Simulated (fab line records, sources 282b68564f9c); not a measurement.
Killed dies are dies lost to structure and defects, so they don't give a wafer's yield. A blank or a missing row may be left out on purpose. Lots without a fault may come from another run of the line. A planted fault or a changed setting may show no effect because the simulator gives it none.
fab line records | flow rit_cmos
record lots=14 wafers=42 last_day=7
route steps=202 shown NRETRO@59 PRETRO@72 PLDD@159 M1@202
lots that met no fault: from a run of the same line without faults
start_h: hours from the record's first day to the start of the lot's first wafer shown | wait_h: hours since the lot's step before | " the same as in the row above | L1.1+2: a row that stands for several wafers | - no value, or no start given | * or withheld: withheld | < > ~ a bound
route shown NAME@n: a module of which the file shows steps, and the number in the route of the first | usual: mean/standard deviation of fault-free wafers | same: alike in all rows | chamber/n: place in a boat | sites: the reading at each site | _std_site: their standard deviation | _edge_site: outer sites' mean less inner sites' | radius_mm: how far each site lies from the wafer's centre | mask NAME#n: copy n | behind: the tool/chamber that last shaped the wafer | hold: why the lot was held/for how many hours/how that ended | device: the transistor (n, p or np) that didn't switch | end of line: the same wafers' tests at the end of the route | a step without rows: its recipe alone | killed: dies lost to structure and defects at the first sort, not the wafer's yield | map: a wafer's dies, x killed, . not, _ none there
set.NAME: the setting as run; set.NAME@STEP: as run at that earlier step | model.NAME: the simulator's own value behind a step, which no gauge read
steps of the route over a sample of lots; a table a step, a row a wafer
services: from which hour (start_h, from the record's first day; less than 0 if before it) a tool's chamber was out of use, for how many hours, and why
## steps
# step RIT_NRETRO_OVL_MEAS_06
# usual NRETRO_OVL=0.5/1.2
# columns lot.wafer tool chamber start_h wait_h NRETRO_OVL[nm]
L323.2 overlay-01 - 37.38 - 0.4
L323.5 " - " " 0.2
L323.6 " - " " -0.2
L324.2 overlay-01 - 43.97 - 0.6
L324.3 " - " " 1.4
L324.6 " - " " 1.2
L325.4 overlay-02 - 57.06 - 2.6
L325.5 " - " " 3.8
L325.6 " - " " 3.4
L328.4 overlay-01 - 67.14 - 0.2
L328.5 " - " " -0.3
L328.6 " - " " 0.8
L331.1 overlay-02 - 82.13 - 0.7
L331.3 " - " " 2.8
L331.4 " - " " 1.8
L330.2 overlay-01 - 82.26 - 2.8
L330.3 " - " " 0.7
L330.6 " - " " 3.4
L335.1 overlay-02 - 107.65 - -0.8
L335.4 " - " " -0.1
L335.6 " - " " 1.3
L338.3 overlay-02 - 115.32 - -0.2
L338.4 " - " " 0.1
L338.5 " - " " -0.4
L339.2 overlay-02 - 120.61 - -1.9
L339.3 " - " " 0.9
L339.6 " - " " 0.9
L340.1 overlay-01 - 122.01 - 1.0
L340.4 " - " " -0.3
L340.6 " - " " -0.6
L341.3 overlay-02 - 131.26 - -0.9
L341.4 " - " " 0.2
L341.6 " - " " -0.1
L344.1 overlay-01 - 136.64 - 0.1
L344.3 " - " " 0.2
L344.6 " - " " 0.8
L345.3 overlay-02 - 145.23 - 0.1
L345.5 " - " " 0.7
L345.6 " - " " 0.2
L346.1 overlay-02 - 149.71 - 0.9
L346.2 " - " " 1.3
L346.3 " - " " 0.8
# step RIT_NRETRO_TW_MEAS_10
# usual NRETRO_TW=1058/6.9
# columns lot.wafer tool chamber start_h wait_h NRETRO_TW
L323.2 film_metro-01 - 38.00 0.1 1066
L323.5 " - " " 1067
L323.6 " - " " 1064
L324.2 film_metro-03 - 44.59 0.1 1056
L324.3 " - " " 1051
L324.6 " - " " 1056
L325.4 film_metro-01 - 57.69 0.1 1070
L325.5 " - " " 1070
L325.6 " - " " 1067
L328.4 film_metro-01 - 67.76 0.1 1065
L328.5 " - " " 1067
L328.6 " - " " 1072
L331.1 film_metro-02 - 82.74 0.1 1063
L331.3 " - " " 1063
L331.4 " - " " 1068
L330.2 film_metro-01 - 82.87 0.1 1063
L330.3 " - " " 1054
L330.6 " - " " 1055
L335.1 film_metro-03 - 108.35 0.1 1054
L335.4 " - " " 1064
L335.6 " - " " 1066
L338.3 film_metro-02 - 115.94 0.1 1055
L338.4 " - " " 1049
L338.5 " - " " 1051
L339.2 film_metro-02 - 121.58 0.1 1053
L339.3 " - " " 1057
L339.6 " - " " 1054
L340.1 film_metro-03 - 122.62 0.1 1056
L340.4 " - " " 1058
L340.6 " - " " 1059
L341.3 film_metro-02 - 131.88 0.1 1060
L341.4 " - " " 1060
L341.6 " - " " 1059
L344.1 film_metro-02 - 137.26 0.1 1053
L344.3 " - " " 1052
L344.6 " - " " 1051
L345.3 film_metro-02 - 146.01 0.1 1052
L345.5 " - " " 1050
L345.6 " - " " 1051
L346.1 film_metro-03 - 150.33 0.1 1059
L346.2 " - " " 1058
L346.3 " - " " 1063
# step RIT_PRETRO_IMPLANT_08
# recipe species=B energy_kev=45 dose_cm2=1.2e+13 tilt_deg=7
# usual dose_ions_cm2=1.1999e+13/1.3e+10 end_station_pressure_torr=5.06e-06/3e-07 faraday_current_uA=38.1/0.75
# columns lot.wafer tool chamber start_h wait_h dose_ions_cm2 end_station_pressure_torr faraday_current_uA
L323.2 implanter-02 0 39.24 0.2 1.1982e+13 5.28e-06 37.4
L323.5 " 0 " " 1.1982e+13 5.18e-06 38.2
L323.6 " 0 " " 1.1992e+13 4.56e-06 38.3
L324.2 implanter-03 0 45.83 0.2 1.1988e+13 5.39e-06 36.9
L324.3 " 0 " " 1.1991e+13 5.16e-06 38.0
L324.6 " 0 " " 1.201e+13 5.45e-06 37.7
L325.4 implanter-02 0 59.08 0.2 1.1998e+13 5.24e-06 38.6
L325.5 " 0 " " 1.2008e+13 4.28e-06 38.0
L325.6 " 0 " " 1.2003e+13 4.92e-06 38.1
L328.4 implanter-03 0 69.32 0.2 1.1986e+13 5.15e-06 38.0
L328.5 " 0 " " 1.1988e+13 4.6e-06 39.1
L328.6 " 0 " " 1.1999e+13 4.8e-06 38.0
L331.1 implanter-02 0 84.18 0.2 1.201e+13 4.75e-06 37.8
L331.3 " 0 " " 1.2016e+13 5.27e-06 38.0
L331.4 " 0 " " 1.2013e+13 4.9e-06 38.4
L330.2 implanter-03 0 84.32 0.2 1.1997e+13 5.13e-06 39.0
L330.3 " 0 " " 1.201e+13 5.01e-06 37.2
L330.6 " 0 " " 1.1997e+13 4.87e-06 37.9
L335.1 implanter-01 0 109.87 0.2 1.2032e+13 4.89e-06 36.3
L335.4 " 0 " " 1.2021e+13 5.08e-06 37.8
L335.6 " 0 " " 1.2018e+13 5.02e-06 38.0
L338.3 implanter-03 0 122.97 0.2 1.199e+13 5.39e-06 38.0
L338.4 " 0 " " 1.1994e+13 5.18e-06 39.0
L338.5 " 0 " " 1.1991e+13 4.85e-06 39.0
L339.2 implanter-02 0 123.20 0.2 6.606e+12 5.72e-06 21.6
L339.3 " 0 " " 6.594e+12 4.81e-06 20.7
L339.6 " 0 " " 6.626e+12 4.92e-06 21.2
L340.1 implanter-03 0 124.65 0.2 1.1971e+13 5.11e-06 38.3
L340.4 " 0 " " 1.2009e+13 4.96e-06 39.7
L340.6 " 0 " " 1.1995e+13 4.91e-06 38.5
L341.3 implanter-03 0 133.13 0.2 1.2e+13 5.22e-06 38.4
L341.4 " 0 " " 1.2003e+13 4.92e-06 37.6
L341.6 " 0 " " 1.2005e+13 4.89e-06 38.3
L344.1 implanter-02 0 138.96 0.2 6.589e+12 5.18e-06 21.3
L344.3 " 0 " " 6.565e+12 5.48e-06 20.3
L344.6 " 0 " " 6.582e+12 4.72e-06 21.4
L345.3 implanter-01 0 147.42 0.2 1.1993e+13 5.35e-06 38.0
L345.5 " 0 " " 1.1967e+13 4.99e-06 38.0
L345.6 " 0 " " 1.1997e+13 4.6e-06 38.2
L346.1 implanter-01 0 151.76 0.2 1.2017e+13 4.9e-06 36.2
L346.2 " 0 " " 1.2006e+13 5.28e-06 38.2
L346.3 " 0 " " 1.1996e+13 5.04e-06 36.9
# step RIT_PRETRO_TW_MEAS_10
# usual PRETRO_TW=475/3.5
# columns lot.wafer tool chamber start_h wait_h PRETRO_TW
L323.2 film_metro-02 - 39.55 0.1 476
L323.5 " - " " 473
L323.6 " - " " 475
L324.2 film_metro-04 - 46.14 0.1 475
L324.3 " - " " 473
L324.6 " - " " 472
L325.4 film_metro-04 - 59.36 0.1 469
L325.5 " - " " 470
L325.6 " - " " 470
L328.4 film_metro-02 - 69.60 0.1 478
L328.5 " - " " 475
L328.6 " - " " 477
L331.1 film_metro-02 - 84.50 0.1 481
L331.3 " - " " 479
L331.4 " - " " 476
L330.2 film_metro-04 - 84.63 0.1 474
L330.3 " - " " 471
L330.6 " - " " 473
L335.1 film_metro-04 - 110.20 0.1 472
L335.4 " - " " 475
L335.6 " - " " 476
L338.3 film_metro-03 - 123.27 0.1 481
L338.4 " - " " 481
L338.5 " - " " 479
L339.2 film_metro-04 - 123.51 0.1 394
L339.3 " - " " 392
L339.6 " - " " 392
L340.1 film_metro-03 - 124.97 0.1 479
L340.4 " - " " 480
L340.6 " - " " 477
L341.3 film_metro-04 - 133.43 0.1 471
L341.4 " - " " 470
L341.6 " - " " 468
L344.1 film_metro-04 - 139.28 0.1 394
L344.3 " - " " 394
L344.6 " - " " 394
L345.3 film_metro-03 - 147.71 0.1 477
L345.5 " - " " 479
L345.6 " - " " 477
L346.1 film_metro-04 - 152.08 0.1 474
L346.2 " - " " 474
L346.3 " - " " 472
# step RIT_SDANNEAL_RS_MEAS_06
# recipe thk_meas_gauge=four-point-probe
# usual PLDD_RS=178.6/0.5
# columns lot.wafer tool chamber start_h wait_h PLDD_RS[ohm/sq]
L323.2 film_metro-01 - 68.32 0.1 178.9
L323.5 " - " " 178.2
L323.6 " - " " 178.7
L324.2 film_metro-01 - 74.97 0.1 177.8
L324.3 " - " " 177.3
L324.6 " - " " 177.6
L325.4 film_metro-02 - 93.00 0.1 178.8
L325.5 " - " " 178.8
L325.6 " - " " 178.3
L330.2 film_metro-03 - 113.99 0.1 178.8
L330.3 " - " " 178.3
L330.6 " - " " 177.7
L328.4 film_metro-02 - 114.33 0.1 179.1
L328.5 " - " " 179.1
L328.6 " - " " 178.9
L331.1 film_metro-01 - 114.55 0.1 177.8
L331.3 " - " " 177.4
L331.4 " - " " 177.3
L335.1 film_metro-02 - 138.31 0.1 179.4
L335.4 " - " " 179.0
L335.6 " - " " 179.1
L338.3 film_metro-03 - 143.11 0.1 179.0
L338.4 " - " " 178.5
L338.5 " - " " 178.4
L339.2 film_metro-02 - 147.49 0.1 179.1
L339.3 " - " " 178.9
L339.6 " - " " 178.7
L340.1 film_metro-01 - 147.97 0.1 178.1
L340.4 " - " " 177.8
L340.6 " - " " 177.8
L341.3 film_metro-02 - 151.49 0.1 179.7
L341.4 " - " " 178.6
L341.6 " - " " 179.3
L344.1 film_metro-03 - 161.43 0.1 178.5
L344.3 " - " " 179.1
L344.6 " - " " 179.0
L345.3 film_metro-03 - 167.73 0.1 179.0
L345.5 " - " " 179.0
L345.6 " - " " 178.7
L346.1 film_metro-01 - 170.24 0.1 178.4
L346.2 " - " " 178.6
L346.3 " - " " 177.8
# step RIT_M1_PROBE_99
# usual killed_at_contacts=0.1/0.25 killed_at_front_end=7/3.1 killed_dies=7/3.2 killed_open=3.3/2 killed_short=3.5/2
# same gross_dies=264 killed_at_M0_to_M3=0 killed_at_M4_up=0 killed_at_back_side=0 killed_at_other=0
# columns lot.wafer tool chamber start_h wait_h killed_at_contacts killed_at_front_end killed_dies killed_open killed_short
L340.1 prober-02 - 156.23 0.1 0 4 4 3 1
L340.4 prober-02 - 156.38 0.2 0 5 5 3 2
L340.6 prober-02 - 156.48 0.2 0 10 10 5 5
# killed by level:class
L340.1 FOX1:geometric_particle:open=1 FOX2:geometric_particle:short=1 GATE:geometric_particle:open=1 SILICIDE:geometric_particle:open=1
L340.4 FOX2:geometric_particle:open=2 FOX2:geometric_particle:short=1 GATE:geometric_particle:short=1 GATE:geometric_particle:open=1
L340.6 GATE:geometric_particle:short=4 GATE:geometric_particle:open=3 FOX2:geometric_particle:open=2 REOX:geometric_particle:short=1
## services
# columns tool chamber start_h hours kind
implanter-01 - 40.16 4.0 repair
implanter-01 - 78.30 2.3 repair
implanter-01 - 80.56 20.9 pm
## key
first_sign step=RIT_PRETRO_IMPLANT_08 reading=dose_ions_cm2 direction=down sigmas=99+ usual=1.1999e+13 struck=6.594e+12
effect step=RIT_PRETRO_IMPLANT_08 reading=faraday_current_uA direction=down sigmas=23 usual=38.1 struck=21.1
effect step=RIT_PRETRO_TW_MEAS_10 reading=PRETRO_TW direction=down sigmas=24 usual=475 struck=393
met_at RIT_PRETRO_IMPLANT_08
struck_lots L339,L344
tester_left_out L339,L344
not_acting_at RIT_NRETRO_OVL_MEAS_06,RIT_NRETRO_TW_MEAS_10,RIT_SDANNEAL_RS_MEAS_06
onset_between 84.18 123.20
fault kind=process_parameter_drift tool=implanter-02 chamber=- onset_h=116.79 steps=RIT_PRETRO_IMPLANT_08 channel=dose_cm2 offset=-5.4e+12 shape=step end_h=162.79 acts_in=these_recipes_only stated=1.2e+13
# tester_left_out: of these lots the tester's yield and bins aren't shown, on N5 and GAA mostly nor the transistor test; their killed dies are dies lost to structure and defects alone, not to doping, threshold or leakage, so they don't give the yield
